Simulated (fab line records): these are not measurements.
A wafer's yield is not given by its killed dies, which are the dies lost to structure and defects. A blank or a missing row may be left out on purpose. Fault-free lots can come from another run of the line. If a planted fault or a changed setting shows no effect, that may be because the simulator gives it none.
Which of the tools did it? :: flow rit_cmos :: 14 lots with 42 wafers sampled at 5 steps, on a route of 202 steps

## WHAT EACH GAUGE READ, for each wafer
RIT_PRETRO_OVL_MEAS_06.
lot: L281
measured: day 2 07:32
on: overlay-01
PRETRO_OVL (nm): 1.1 -3.8 -1.5

lot: L282
measured: day 2 11:52
on: overlay-01
PRETRO_OVL (nm): 0.0 -0.6 -0.4

lot: L284
measured: day 2 21:39
on: overlay-01
PRETRO_OVL (nm): -0.8 -2.5 -1.7

lot: L285
measured: day 3 03:56
on: overlay-01
PRETRO_OVL (nm): 2.0 2.2 2.5

lot: L286
measured: day 3 09:08
on: overlay-02
PRETRO_OVL (nm): 0.5 3.1 3.0

lot: L287
measured: day 3 14:20
on: overlay-02
PRETRO_OVL (nm): 0.9 1.3 0.9

lot: L288
measured: day 3 17:25
on: overlay-02
PRETRO_OVL (nm): -0.7 0.9 0.3

lot: L289
measured: day 4 00:01
on: overlay-02
PRETRO_OVL (nm): 2.5 2.8 2.2

lot: L290
measured: day 4 05:02
on: overlay-01
PRETRO_OVL (nm): -0.7 -1.4 -0.5

lot: L291
measured: day 4 09:27
on: overlay-01
PRETRO_OVL (nm): 2.0 2.4 1.4

lot: L292
measured: day 4 14:44
on: overlay-01
PRETRO_OVL (nm): 0.5 -1.4 -2.2

lot: L293
measured: day 4 19:40
on: overlay-01
PRETRO_OVL (nm): -2.6 1.9 1.0

lot: L294
measured: day 5 03:34
on: overlay-02
PRETRO_OVL (nm): -1.2 -1.6 0.4

lot: L302
measured: day 6 15:51
on: overlay-02
PRETRO_OVL (nm): 0.7 0.3 0.8

RIT_NLDD_OVL_MEAS_06.
lot: L281
measured: day 2 17:40
on: overlay-02
NLDD_OVL (nm): 1.2 1.7 1.7

lot: L282
measured: day 2 22:23
on: overlay-01
NLDD_OVL (nm): 0.7 -0.2 -2.7

lot: L284
measured: day 3 08:53
on: overlay-01
NLDD_OVL (nm): -0.5 -0.9 0.2

lot: L285
measured: day 3 14:54
on: overlay-01
NLDD_OVL (nm): 0.8 1.4 0.7

lot: L286
measured: day 3 22:38
on: overlay-01
NLDD_OVL (nm): 0.7 -0.1 1.5

lot: L287
measured: day 4 00:20
on: overlay-01
NLDD_OVL (nm): -1.9 -1.0 0.0

lot: L288
measured: day 4 04:49
on: overlay-02
NLDD_OVL (nm): 0.9 1.4 1.6

lot: L289
measured: day 4 12:43
on: overlay-02
NLDD_OVL (nm): -0.4 1.0 0.9

lot: L290
measured: day 4 15:44
on: overlay-01
NLDD_OVL (nm): -0.1 0.6 -0.1

lot: L291
measured: day 4 19:04
on: overlay-02
NLDD_OVL (nm): 1.6 2.6 0.1

lot: L292
measured: day 5 01:21
on: overlay-02
NLDD_OVL (nm): -0.2 -0.8 -0.7

lot: L293
measured: day 5 05:18
on: overlay-02
NLDD_OVL (nm): 0.8 0.0 0.8

lot: L294
measured: day 5 14:39
on: overlay-02
NLDD_OVL (nm): -0.1 -0.7 1.7

lot: L302
measured: day 7 01:38
on: overlay-01
NLDD_OVL (nm): -1.9 -0.8 -1.6

RIT_M1_RS_MEAS_01: a four-point-probe measurement.
lot: L281
measured: day 3 06:21
on: film_metro-04
M1_AL_RS (ohm/sq): 0.0730 0.0729 0.0731

lot: L282
measured: day 3 10:08
on: film_metro-04
M1_AL_RS (ohm/sq): 0.0741 0.0739 0.0743

lot: L284
measured: day 3 20:42
on: film_metro-02
M1_AL_RS (ohm/sq): 0.0735 0.0730 0.0741

lot: L285
measured: day 4 02:50
on: film_metro-04
M1_AL_RS (ohm/sq): 0.0727 0.0734 0.0721

lot: L286
measured: day 4 09:59
on: film_metro-01
M1_AL_RS (ohm/sq): 0.0744 0.0745 0.0739

lot: L287
measured: day 4 12:00
on: film_metro-04
M1_AL_RS (ohm/sq): 0.0738 0.0735 0.0733

lot: L288
measured: day 4 16:44
on: film_metro-02
M1_AL_RS (ohm/sq): 0.0730 0.0727 0.0728

lot: L289
measured: day 5 00:27
on: film_metro-04
M1_AL_RS (ohm/sq): 0.0735 0.0745 0.0737

lot: L290
measured: day 5 04:08
on: film_metro-04
M1_AL_RS (ohm/sq): 0.0358 0.0362 0.0363 0.0358 0.0361 0.0362

lot: L291
measured: day 5 07:11
on: film_metro-01
M1_AL_RS (ohm/sq): 0.0730 0.0727 0.0729

lot: L292
measured: day 5 13:23
on: film_metro-01
M1_AL_RS (ohm/sq): 0.0745 0.0735 0.0741

lot: L293
measured: day 5 17:16
on: film_metro-04
M1_AL_RS (ohm/sq): 0.0747 0.0737 0.0735

lot: L294
measured: day 6 03:55
on: film_metro-04
M1_AL_RS (ohm/sq): 0.0364 0.0364 0.0364 0.0365 0.0365 0.0365

lot: L302
measured: day 7 13:38
on: film_metro-02
M1_AL_RS (ohm/sq): 0.0737 0.0731 0.0738

## WHAT TOOL EACH LOT RAN ON (gives the tool, then ch and the chambers of the sampled wafers, and finally the start)
lot: L281
RIT_SILICIDE_RTA_06: rtp_anneal-02 ch 0, day 3 03:46
RIT_M1_SPUTTER_00: pvd_sputter-04, day 3 06:04

lot: L282
RIT_SILICIDE_RTA_06: rtp_anneal-01 ch 0, day 3 07:26
RIT_M1_SPUTTER_00: pvd_sputter-01, day 3 09:48

lot: L284
RIT_SILICIDE_RTA_06: rtp_anneal-01 ch 0, day 3 18:00
RIT_M1_SPUTTER_00: pvd_sputter-01, day 3 20:25

lot: L285
RIT_SILICIDE_RTA_06: rtp_anneal-02 ch 0, day 3 23:59
RIT_M1_SPUTTER_00: pvd_sputter-04, day 4 02:32

lot: L286
RIT_SILICIDE_RTA_06: rtp_anneal-01 ch 0, day 4 07:19
RIT_M1_SPUTTER_00: pvd_sputter-01, day 4 09:40

lot: L287
RIT_SILICIDE_RTA_06: rtp_anneal-02 ch 0, day 4 09:23
RIT_M1_SPUTTER_00: pvd_sputter-04, day 4 11:41

lot: L288
RIT_SILICIDE_RTA_06: rtp_anneal-01 ch 0, day 4 14:09
RIT_M1_SPUTTER_00: pvd_sputter-03, day 4 16:26

lot: L289
RIT_SILICIDE_RTA_06: rtp_anneal-02 ch 0, day 4 21:50
RIT_M1_SPUTTER_00: pvd_sputter-01, day 5 00:08

lot: L290
RIT_SILICIDE_RTA_06: rtp_anneal-02 ch 0, day 5 00:42
RIT_M1_SPUTTER_00: pvd_sputter-03, day 5 03:11

lot: L291
RIT_SILICIDE_RTA_06: rtp_anneal-01 ch 0, day 5 04:22
RIT_M1_SPUTTER_00: pvd_sputter-01, day 5 06:53

lot: L292
RIT_SILICIDE_RTA_06: rtp_anneal-02 ch 0, day 5 10:40
RIT_M1_SPUTTER_00: pvd_sputter-03, day 5 13:04

lot: L293
RIT_SILICIDE_RTA_06: rtp_anneal-01 ch 0, day 5 14:25
RIT_M1_SPUTTER_00: pvd_sputter-01, day 5 16:58

lot: L294
RIT_SILICIDE_RTA_06: rtp_anneal-02 ch 0, day 6 00:43
RIT_M1_SPUTTER_00: pvd_sputter-04, day 6 03:07

lot: L302
RIT_SILICIDE_RTA_06: rtp_anneal-02 ch 0, day 7 10:49
RIT_M1_SPUTTER_00: pvd_sputter-03, day 7 13:20
- RIT_SILICIDE_RTA_06: time 10 s, ramp up 5 s, ramp down 10 s.
- RIT_M1_SPUTTER_00: material Al, target thk 400 nm, time 500 s.

## WHAT THE TOOLS THEMSELVES READ (means of the sampled wafers that have a number; where no wafer has one, the mark that the record gives instead)
RIT_SILICIDE_RTA_06.
lot: L281
tool: rtp_anneal-02
wafer_temp_C_max: 755.9

lot: L282
tool: rtp_anneal-01
wafer_temp_C_max: 752.8

lot: L284
tool: rtp_anneal-01
wafer_temp_C_max: 753.0

lot: L285
tool: rtp_anneal-02
wafer_temp_C_max: 756.0

lot: L286
tool: rtp_anneal-01
wafer_temp_C_max: 752.2

lot: L287
tool: rtp_anneal-02
wafer_temp_C_max: 757.3

lot: L288
tool: rtp_anneal-01
wafer_temp_C_max: 752.9

lot: L289
tool: rtp_anneal-02
wafer_temp_C_max: 756.3

lot: L290
tool: rtp_anneal-02
wafer_temp_C_max: 758.1

lot: L291
tool: rtp_anneal-01
wafer_temp_C_max: 753.0

lot: L292
tool: rtp_anneal-02
wafer_temp_C_max: 755.5

lot: L293
tool: rtp_anneal-01
wafer_temp_C_max: 752.1

lot: L294
tool: rtp_anneal-02
wafer_temp_C_max: 755.7

lot: L302
tool: rtp_anneal-02
wafer_temp_C_max: 755.0

RIT_M1_SPUTTER_00.
lot: L281
tool: pvd_sputter-04
throttle_valve_pct (%): 29.7

lot: L282
tool: pvd_sputter-01
throttle_valve_pct (%): 31.7

lot: L284
tool: pvd_sputter-01
throttle_valve_pct (%): 31.4

lot: L285
tool: pvd_sputter-04
throttle_valve_pct (%): 30.2

lot: L286
tool: pvd_sputter-01
throttle_valve_pct (%): 30.2

lot: L287
tool: pvd_sputter-04
throttle_valve_pct (%): 29.5

lot: L288
tool: pvd_sputter-03
throttle_valve_pct (%): 30.2

lot: L289
tool: pvd_sputter-01
throttle_valve_pct (%): 31.6

lot: L290
tool: pvd_sputter-03
throttle_valve_pct (%): 29.5

lot: L291
tool: pvd_sputter-01
throttle_valve_pct (%): 31.6

lot: L292
tool: pvd_sputter-03
throttle_valve_pct (%): 29.7

lot: L293
tool: pvd_sputter-01
throttle_valve_pct (%): 32.0

lot: L294
tool: pvd_sputter-04
throttle_valve_pct (%): 29.8

lot: L302
tool: pvd_sputter-03
throttle_valve_pct (%): 30.0

## THE ANSWER, worked out from the rows above alone
Rule: the lots themselves supply what counts as usual. The widest of any qualifying gaps counts: lots, ordered by their means at a reading, are off when they make up no more than a third of the lots, leave a main group of 4 or more, and stand apart from it by 3 or more times the standard deviation of that group's means. If all means in a main group match to the digits the tables above print for the reading, that group is not used. A lot without any number at a reading at which 4 lots or more have one is off too. All remaining lots with rows at the step are treated as sound. After the gauges, taken in route order, come the tools' own readings; for these a lot's mean is taken, as printed above. At the first step where some lot is off, the reading lying furthest off is the one used; lots without a number count as furthest.
Off: L290, L294, at RIT_M1_RS_MEAS_01 (M1_AL_RS). Main group: mean 0.0735 ohm/sq, sd 0.00052.
A tool fits if, at a process step before that reading, it ran every lot that is off, and no sound lot after the first of them. Those tools and the gauges at RIT_M1_RS_MEAS_01 are tried in the same way. Of those tried, none fits.

## WHAT HAD BEEN PUT IN BY THE SIMULATOR
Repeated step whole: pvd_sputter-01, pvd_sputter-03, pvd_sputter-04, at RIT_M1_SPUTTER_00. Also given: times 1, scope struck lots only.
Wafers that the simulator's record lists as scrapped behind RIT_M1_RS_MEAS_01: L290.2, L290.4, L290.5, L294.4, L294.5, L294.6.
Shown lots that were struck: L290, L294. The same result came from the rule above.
